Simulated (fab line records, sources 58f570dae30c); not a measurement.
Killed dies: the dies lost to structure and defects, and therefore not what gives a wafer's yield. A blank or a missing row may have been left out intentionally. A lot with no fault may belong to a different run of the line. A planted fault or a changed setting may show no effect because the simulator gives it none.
A sampling plan put to the test	flow berkeley_cmos170	each of the 15 faults these records tell of, on one fab line, judged from the records of the lots it struck
The plan consists of the line's own looks: route steps at which the wafer is read by a gauge or an inspection but not changed. A look can be judged if struck wafers have a number there and the file gives its usual mean and standard deviation on fault-free wafers. Caught: the struck wafers' mean, at a look after the fault's first step, is 4 or more of those standard deviations (sigma) away from the usual mean. On the tool: the test repeated on the tool's own readings taken at the fault's steps. Also counted as caught: the struck wafers showing another recipe, or a record that is empty for them alone.

## THE FAULTS, as the simulator had put them in
1. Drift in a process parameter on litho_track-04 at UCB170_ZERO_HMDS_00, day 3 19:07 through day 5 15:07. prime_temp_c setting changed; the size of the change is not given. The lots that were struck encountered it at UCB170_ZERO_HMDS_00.
2. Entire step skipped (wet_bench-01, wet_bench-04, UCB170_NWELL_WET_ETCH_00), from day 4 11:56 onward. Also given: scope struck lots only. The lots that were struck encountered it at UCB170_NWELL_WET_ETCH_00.
3. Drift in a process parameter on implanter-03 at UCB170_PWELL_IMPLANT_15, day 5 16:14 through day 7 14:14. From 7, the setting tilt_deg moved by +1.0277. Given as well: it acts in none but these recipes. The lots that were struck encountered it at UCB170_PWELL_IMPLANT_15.
4. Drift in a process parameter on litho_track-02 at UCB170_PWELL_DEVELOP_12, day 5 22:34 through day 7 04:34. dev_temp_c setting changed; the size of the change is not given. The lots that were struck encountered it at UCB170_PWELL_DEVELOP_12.
5. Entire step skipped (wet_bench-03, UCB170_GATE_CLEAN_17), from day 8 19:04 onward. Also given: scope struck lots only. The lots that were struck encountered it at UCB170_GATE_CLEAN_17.
6. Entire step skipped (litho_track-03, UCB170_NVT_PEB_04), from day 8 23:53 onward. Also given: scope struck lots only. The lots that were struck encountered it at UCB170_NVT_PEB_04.
7. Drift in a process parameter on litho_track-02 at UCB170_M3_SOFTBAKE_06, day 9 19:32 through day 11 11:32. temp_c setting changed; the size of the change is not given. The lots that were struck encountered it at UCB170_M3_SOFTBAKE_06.
8. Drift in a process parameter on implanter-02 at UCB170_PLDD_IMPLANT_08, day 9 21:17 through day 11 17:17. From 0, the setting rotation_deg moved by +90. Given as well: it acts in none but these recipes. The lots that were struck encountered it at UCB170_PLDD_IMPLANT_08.
9. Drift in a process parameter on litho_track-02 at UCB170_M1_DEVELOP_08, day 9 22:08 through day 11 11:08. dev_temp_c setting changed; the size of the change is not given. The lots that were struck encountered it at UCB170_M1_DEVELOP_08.
10. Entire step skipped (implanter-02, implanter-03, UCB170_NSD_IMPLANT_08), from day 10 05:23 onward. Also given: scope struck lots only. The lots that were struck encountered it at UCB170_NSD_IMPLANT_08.
11. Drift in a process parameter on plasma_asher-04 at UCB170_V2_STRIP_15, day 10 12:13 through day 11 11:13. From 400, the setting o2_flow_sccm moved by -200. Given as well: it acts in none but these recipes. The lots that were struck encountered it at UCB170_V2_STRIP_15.
12. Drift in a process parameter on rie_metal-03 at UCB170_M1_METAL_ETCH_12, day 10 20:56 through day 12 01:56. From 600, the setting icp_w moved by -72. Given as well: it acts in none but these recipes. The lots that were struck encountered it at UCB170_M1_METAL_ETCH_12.
13. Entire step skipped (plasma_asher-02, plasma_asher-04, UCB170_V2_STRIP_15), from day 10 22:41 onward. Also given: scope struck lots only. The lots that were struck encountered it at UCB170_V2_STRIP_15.
14. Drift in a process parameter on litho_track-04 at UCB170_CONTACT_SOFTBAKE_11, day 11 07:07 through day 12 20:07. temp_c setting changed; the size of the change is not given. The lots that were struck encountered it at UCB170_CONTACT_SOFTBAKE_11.
15. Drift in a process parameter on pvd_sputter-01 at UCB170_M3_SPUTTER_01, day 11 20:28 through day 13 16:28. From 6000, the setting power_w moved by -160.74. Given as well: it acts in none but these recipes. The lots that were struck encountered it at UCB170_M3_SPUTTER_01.

## WHAT THE PLAN SAW
fault	on the tool itself	first look that catches it	reading, sigma	median hours from its first step to that look	hours from the fault's start to the first struck lot there	judged looks passed uncaught
1	prime_temp_c +11 sigma	no look after it can be judged	-	-	-	0
2	the tool's record is blank for the struck wafers	no look after it can be judged	-	-	-	0
3	tilt_deg +42 sigma	none of the 2 looks that can be judged after it	-	-	-	2
4	developer_temp_C +7.5 sigma	none of the 2 looks that can be judged after it	-	-	-	2
5	the tool's record is blank for the struck wafers	no look after it can be judged	-	-	-	0
6	the tool's record is blank for the struck wafers	no look after it can be judged	-	-	-	0
7	heater_power_total_W -43 sigma	no look after it can be judged	-	-	-	0
8	rotation_deg +99 or beyond sigma	no look after it can be judged	-	-	-	0
9	developer_temp_C -8.8 sigma	no look after it can be judged	-	-	-	0
10	the tool's record is blank for the struck wafers	UCB170_NSD_TW_MEAS_10	NSD_TW -99 or beyond	0.2	0	0
11	o2_flow_sccm -99 or beyond sigma	no look after it can be judged	-	-	-	0
12	rf_fwd_power_W -30 sigma	no look after it can be judged	-	-	-	0
13	the tool's record is blank for the struck wafers	no look after it can be judged	-	-	-	0
14	heater_power_total_W +33 sigma	UCB170_CONTACT_CD_MEAS_15	cd_nm +4.3	2.0	3	0
15	cathode_dc_power_W -99 or beyond sigma	no look after it can be judged	-	-	-	0
A dash: the fault is not caught, or the number is missing from these records.

Caught at a look: 2 of 15. Caught on the tool: 15 of 15. By one or the other: 15 of 15.
Faults 1, 2, 3, 4, 5, 6, 7, 8, 9, 11, 12, 13, 15 were caught on the tool alone.

## THINNER SAMPLING
In the worst case, this is how late the first struck lot would be measured if the look that catches a fault measured only every second or every third lot, by lot number:
fault	struck lots at that look, in order of time	every lot	every second lot	every third lot
10	L789, L791	0 h	may miss all 2	may miss all 2
14	L101, L107	3 h	may miss all 2	may miss all 2
Hours count from the start of the fault until the first struck lot that is measured. 4 sigma limit: tested on the pooled struck wafers, so a lone lot may be under it. Other struck lots may not be in these records.

## THE LONGEST TIMED WAY FROM STEP TO LOOK
Fault 14: the median time between UCB170_CONTACT_SOFTBAKE_11 and UCB170_CONTACT_CD_MEAS_15 is 2.0 hours. No look between them can be judged.
